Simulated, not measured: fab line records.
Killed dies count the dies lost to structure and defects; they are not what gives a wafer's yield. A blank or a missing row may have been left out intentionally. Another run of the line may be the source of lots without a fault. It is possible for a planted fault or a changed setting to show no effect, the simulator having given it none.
Split-lot trial || flow ritCmos || 23 wafers read across 5 lots, on a route 202 steps long

THE SPLIT
At RIT_PLDD_IMPLANT_08, the setting energyKev was moved away from the recipe's 20 on 8 of the 23 wafers read, by -4.4% to -1.9%. All remaining wafers had this setting at the recipe value.

FROM THE SPLIT TO THE READING: what the file shows between them, 7 steps
- RIT_SPACER_CVD_03: deposits Si3N4 from SiH2Cl2/NH3, target thk 250 nm, time 3300 s (also split here: timeS)
- RIT_SPACER_THK_MEAS_04
- RIT_SPACER_ETCHBACK_05: etches Si3N4 in SF6/CHF3, stops on SiO2, target depth 250 nm, time 240 s
- RIT_NSD_IMPLANT_08 (also split here: energyKev)
- RIT_PSD_HARDBAKE_07: time 60 s (also split here: tempC)
- RIT_PSD_IMPLANT_08
- RIT_PSD_STRIP_09: strips in O2, time 180 s

THE READING
Measured at RIT_SDANNEAL_RS_MEAS_06 by four-point probe: PLDD_RS, in ohm/sq. On this fab line, fault-free wafers typically give 178.9 ohm/sq with a standard deviation of 0.4 ohm/sq.

{"wafer": "L074.1", "tool, chamber at the split": "implanter-01, 0", "energyKev as run": 19.13, "against the recipe": "-4.4%", "PLDD_RS, ohm/sq": 182.1, "against lot-mates on the recipe": "+2.9"}
{"wafer": "L074.2", "tool, chamber at the split": "implanter-01, 0", "energyKev as run": 19.13, "against the recipe": "-4.4%", "PLDD_RS, ohm/sq": 181.8, "against lot-mates on the recipe": "+2.7"}
{"wafer": "L074.3", "tool, chamber at the split": "implanter-01, 0", "energyKev as run": 20, "against the recipe": "recipe", "PLDD_RS, ohm/sq": 179.0, "against lot-mates on the recipe": "-"}
{"wafer": "L074.5", "tool, chamber at the split": "implanter-01, 0", "energyKev as run": 19.13, "against the recipe": "-4.4%", "PLDD_RS, ohm/sq": 181.7, "against lot-mates on the recipe": "+2.5"}
{"wafer": "L074.6", "tool, chamber at the split": "implanter-01, 0", "energyKev as run": 20, "against the recipe": "recipe", "PLDD_RS, ohm/sq": 179.3, "against lot-mates on the recipe": "-"}
{"wafer": "L077.1", "tool, chamber at the split": "implanter-02, 0", "energyKev as run": 20, "against the recipe": "recipe", "PLDD_RS, ohm/sq": 179.2, "against lot-mates on the recipe": "-"}
{"wafer": "L077.2", "tool, chamber at the split": "implanter-02, 0", "energyKev as run": 20, "against the recipe": "recipe", "PLDD_RS, ohm/sq": 178.4, "against lot-mates on the recipe": "-"}
{"wafer": "L077.5", "tool, chamber at the split": "implanter-02, 0", "energyKev as run": 20, "against the recipe": "recipe", "PLDD_RS, ohm/sq": 179.1, "against lot-mates on the recipe": "-"}
{"wafer": "L079.1", "tool, chamber at the split": "implanter-03, 0", "energyKev as run": 19.63, "against the recipe": "-1.9%", "PLDD_RS, ohm/sq": 180.3, "against lot-mates on the recipe": "+1.0"}
{"wafer": "L079.3", "tool, chamber at the split": "implanter-03, 0", "energyKev as run": 20, "against the recipe": "recipe", "PLDD_RS, ohm/sq": 179.3, "against lot-mates on the recipe": "-"}
{"wafer": "L079.4", "tool, chamber at the split": "implanter-03, 0", "energyKev as run": 19.63, "against the recipe": "-1.9%", "PLDD_RS, ohm/sq": 180.5, "against lot-mates on the recipe": "+1.2"}
{"wafer": "L079.5", "tool, chamber at the split": "implanter-03, 0", "energyKev as run": 19.63, "against the recipe": "-1.9%", "PLDD_RS, ohm/sq": 180.1, "against lot-mates on the recipe": "+0.8"}
{"wafer": "L079.6", "tool, chamber at the split": "implanter-03, 0", "energyKev as run": 20, "against the recipe": "recipe", "PLDD_RS, ohm/sq": 179.3, "against lot-mates on the recipe": "-"}
{"wafer": "L084.1", "tool, chamber at the split": "implanter-02, 0", "energyKev as run": 20, "against the recipe": "recipe", "PLDD_RS, ohm/sq": 178.8, "against lot-mates on the recipe": "-"}
{"wafer": "L084.2", "tool, chamber at the split": "implanter-02, 0", "energyKev as run": 19.12, "against the recipe": "-4.4%", "PLDD_RS, ohm/sq": 181.5, "against lot-mates on the recipe": "+2.8"}
{"wafer": "L084.3", "tool, chamber at the split": "implanter-02, 0", "energyKev as run": 20, "against the recipe": "recipe", "PLDD_RS, ohm/sq": 178.3, "against lot-mates on the recipe": "-"}
{"wafer": "L084.4", "tool, chamber at the split": "implanter-02, 0", "energyKev as run": 19.12, "against the recipe": "-4.4%", "PLDD_RS, ohm/sq": 181.7, "against lot-mates on the recipe": "+3.0"}
{"wafer": "L084.6", "tool, chamber at the split": "implanter-02, 0", "energyKev as run": 20, "against the recipe": "recipe", "PLDD_RS, ohm/sq": 178.9, "against lot-mates on the recipe": "-"}
{"wafer": "L085.1", "tool, chamber at the split": "implanter-01, 0", "energyKev as run": 20, "against the recipe": "recipe", "PLDD_RS, ohm/sq": 178.7, "against lot-mates on the recipe": "-"}
{"wafer": "L085.2", "tool, chamber at the split": "implanter-01, 0", "energyKev as run": 20, "against the recipe": "recipe", "PLDD_RS, ohm/sq": 178.6, "against lot-mates on the recipe": "-"}
{"wafer": "L085.3", "tool, chamber at the split": "implanter-01, 0", "energyKev as run": 20, "against the recipe": "recipe", "PLDD_RS, ohm/sq": 179.0, "against lot-mates on the recipe": "-"}
{"wafer": "L085.5", "tool, chamber at the split": "implanter-01, 0", "energyKev as run": 20, "against the recipe": "recipe", "PLDD_RS, ohm/sq": 178.6, "against lot-mates on the recipe": "-"}
{"wafer": "L085.6", "tool, chamber at the split": "implanter-01, 0", "energyKev as run": 20, "against the recipe": "recipe", "PLDD_RS, ohm/sq": 178.0, "against lot-mates on the recipe": "-"}

THE FIT
A straight line over all 23 wafers: PLDD_RS changes by -0.676 ohm/sq for each +1% of energyKev; r = -0.96; the points scatter about the line by 0.35 ohm/sq.
The same after taking each lot's own level away (the mean of its wafers on the recipe; 23 wafers): -0.637 ohm/sq for each +1%; r = -0.98; scatter 0.27 ohm/sq.
On that fit, the largest move of energyKev shifts the reading by 2.8 ohm/sq.
Across the lots, their own levels run from 178.58 to 179.30 ohm/sq, a range of 1.8 times the standard deviation given above.
The two slopes agree, so the slope changes little with the lot-to-lot level.
Check: with one of the wafers moved furthest among these (-4.4%) left out of the fit, the line predicts +2.77 ohm/sq for it against its lot-mates. It came out at +2.83 ohm/sq against them.

OTHER SPLITS APPLIED TO THESE WAFERS
Note: prior to the reading, these wafers also went through further splits. Each is held against what the fit with the lots' levels taken away leaves over:
{"other split on the same wafers": "RIT_GATE_ETCH_19 overEtchFrac", "wafers away from the commonest value": 6, "r with PLDD_RS (lot level and that fit taken away)": "+0.24"}
{"other split on the same wafers": "RIT_NLDD_SOFTBAKE_02 tempC", "wafers away from the commonest value": 8, "r with PLDD_RS (lot level and that fit taken away)": "+0.22"}
{"other split on the same wafers": "RIT_NLDD_IMPLANT_08 energyKev", "wafers away from the commonest value": 8, "r with PLDD_RS (lot level and that fit taken away)": "+0.02"}
{"other split on the same wafers": "RIT_SPACER_CVD_03 timeS", "wafers away from the commonest value": 15, "r with PLDD_RS (lot level and that fit taken away)": -0.15}
{"other split on the same wafers": "RIT_NSD_IMPLANT_08 energyKev", "wafers away from the commonest value": 7, "r with PLDD_RS (lot level and that fit taken away)": "+0.26"}
{"other split on the same wafers": "RIT_PSD_HARDBAKE_07 tempC", "wafers away from the commonest value": 5, "r with PLDD_RS (lot level and that fit taken away)": -0.05}

THE WHOLE CHAIN: every reading that the file lists as answering this split, in the file's order
{"step": "RIT_PLDD_IMPLANT_08", "what it does": "", "reading": "implant.rpNm (the simulator's own value, which no gauge read)", "change (the file's fit)": "+0.137 nm for each +1% of the setting", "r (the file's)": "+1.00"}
{"step": "RIT_PLDD_IMPLANT_08", "what it does": "", "reading": "implant.drpNm (the simulator's own value, which no gauge read)", "change (the file's fit)": "+0.069 nm for each +1% of the setting", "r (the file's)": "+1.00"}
{"step": "RIT_SDANNEAL_RS_MEAS_06", "what it does": "measures by four-point-probe", "reading": "PLDD_RS", "change (the file's fit)": "-0.635 for each +1% of the setting", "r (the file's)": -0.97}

THE FILE'S OWN FIT
PLDD_RS changes by -0.635 ohm/sq for each +1% of energyKev, r = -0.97.
